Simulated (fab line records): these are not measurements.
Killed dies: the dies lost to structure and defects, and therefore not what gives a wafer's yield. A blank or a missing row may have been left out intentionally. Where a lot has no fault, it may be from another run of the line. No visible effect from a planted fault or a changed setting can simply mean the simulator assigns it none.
Split-lot experiment + flow rit-cmos + route with 202 steps; 5 lots, 23 wafers read

## ABOUT THE SPLIT
At RIT_ACTIVE_ETCH_13 (etches Si3N4 in SF6, stops on SiO2, time 210 s, target depth 210 nm), the setting rf-w was moved away from the recipe's 125 W on 9 of the 23 wafers read, by -10.2% to +10.6%. For the rest of the wafers, this setting stayed at what the recipe calls for.

The split's own step is where the reading is taken.

## THE READING
NOVOLAK_of_ACTIVE_COAT_06.thk-nm (the simulator's own value, which no gauge read), in nm, at RIT_ACTIVE_ETCH_13 (etches Si3N4 in SF6, stops on SiO2, time 210 s, target depth 210 nm). No usual value for it is given in the file. Here, 14 wafers ran the recipe; their average is 652.3 nm with a standard deviation of 4 nm.

| wafer  | tool, chamber at the split | rf-w as run, W | against the recipe | NOVOLAK_of_ACTIVE_COAT_06.thk-nm, nm | against lot-mates on the recipe |
|--------|----------------------------|----------------|--------------------|--------------------------------------|---------------------------------|
| L074.2 | rie-diel-04, 2             | 125            | recipe             | 648.7                                | -                               |
| L074.3 | rie-diel-04, 0             | 125            | recipe             | 648.3                                | -                               |
| L074.4 | rie-diel-04, 1             | 136.5          | +9.2%              | 626.1                                | -23.2                           |
| L074.5 | rie-diel-04, 1             | 136.5          | +9.2%              | 624.8                                | -24.5                           |
| L074.6 | rie-diel-04, 0             | 125            | recipe             | 650.8                                | -                               |
| L075.1 | rie-diel-04, 2             | 112.3          | -10.2%             | 674.6                                | +23.6                           |
| L075.2 | rie-diel-04, 3             | 112.3          | -10.2%             | 679.5                                | +28.5                           |
| L075.3 | rie-diel-04, 1             | 125            | recipe             | 646.4                                | -                               |
| L075.4 | rie-diel-04, 0             | 112.3          | -10.2%             | 673.3                                | +22.3                           |
| L075.6 | rie-diel-04, 3             | 125            | recipe             | 655.5                                | -                               |
| L081.1 | rie-diel-04, 2             | 125            | recipe             | 650.5                                | -                               |
| L081.2 | rie-diel-04, 3             | 125            | recipe             | 655.1                                | -                               |
| L081.6 | rie-diel-04, 3             | 125            | recipe             | 653.5                                | -                               |
| L082.1 | rie-diel-04, 0             | 125            | recipe             | 651.7                                | -                               |
| L082.2 | rie-diel-04, 1             | 133.2          | +6.6%              | 634.4                                | -17.0                           |
| L082.3 | rie-diel-04, 2             | 125            | recipe             | 651.4                                | -                               |
| L082.4 | rie-diel-04, 3             | 133.2          | +6.6%              | 640.9                                | -10.5                           |
| L082.6 | rie-diel-04, 1             | 125            | recipe             | 651.1                                | -                               |
| L084.1 | rie-diel-03, 3             | 138.2          | +10.6%             | 639.1                                | -17.1                           |
| L084.2 | rie-diel-03, 0             | 125            | recipe             | 663.9                                | -                               |
| L084.4 | rie-diel-03, 2             | 125            | recipe             | 651.3                                | -                               |
| L084.5 | rie-diel-03, 3             | 138.2          | +10.6%             | 637.2                                | -19.0                           |
| L084.6 | rie-diel-03, 2             | 125            | recipe             | 653.4                                | -                               |

FIT RESULTS
A straight line over all 23 wafers: NOVOLAK_of_ACTIVE_COAT_06.thk-nm changes by -2.17 nm for each +1% of rf-w; r = -0.93; the points scatter about the line by 5 nm.
The same after taking each lot's own level away (the mean of its wafers on the recipe; 23 wafers): -2.25 nm for each +1%; r = -0.97; scatter 3.7 nm.
According to that fit, moving rf-w by its largest amount changes the reading by 24 nm.
Measured against the standard deviation above, the lots' own levels, which go from 649.27 to 656.20 nm, span 1.7 times it.
Hence the lot-to-lot level has little effect on the slope; both slopes agree.
Check: -24.3 nm against its lot-mates is what the line predicts for one of the wafers moved furthest among these (+10.6%) when that wafer is left out of the fit. Against them it came out at -17.1 nm.

## OTHER SPLITS APPLIED TO THESE WAFERS
Other splits were also applied to these wafers ahead of the reading. Each is held against what the fit with the lots' levels taken away leaves over:
| other split on the same wafers      | wafers away from the commonest value | r with NOVOLAK_of_ACTIVE_COAT_06.thk-nm (lot level and that fit taken away) |
|-------------------------------------|--------------------------------------|-----------------------------------------------------------------------------|
| RIT_ACTIVE_CVD_03 sih2cl2-flow-sccm | 15                                   | +0.03                                                                       |
| RIT_ACTIVE_EXPOSE_08 dose-mj        | 7                                    | +0.05                                                                       |

## THE FILE'S OWN FIT
NOVOLAK_of_ACTIVE_COAT_06.thk-nm changes by -2.2 nm for each +1% of rf-w, r = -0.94.
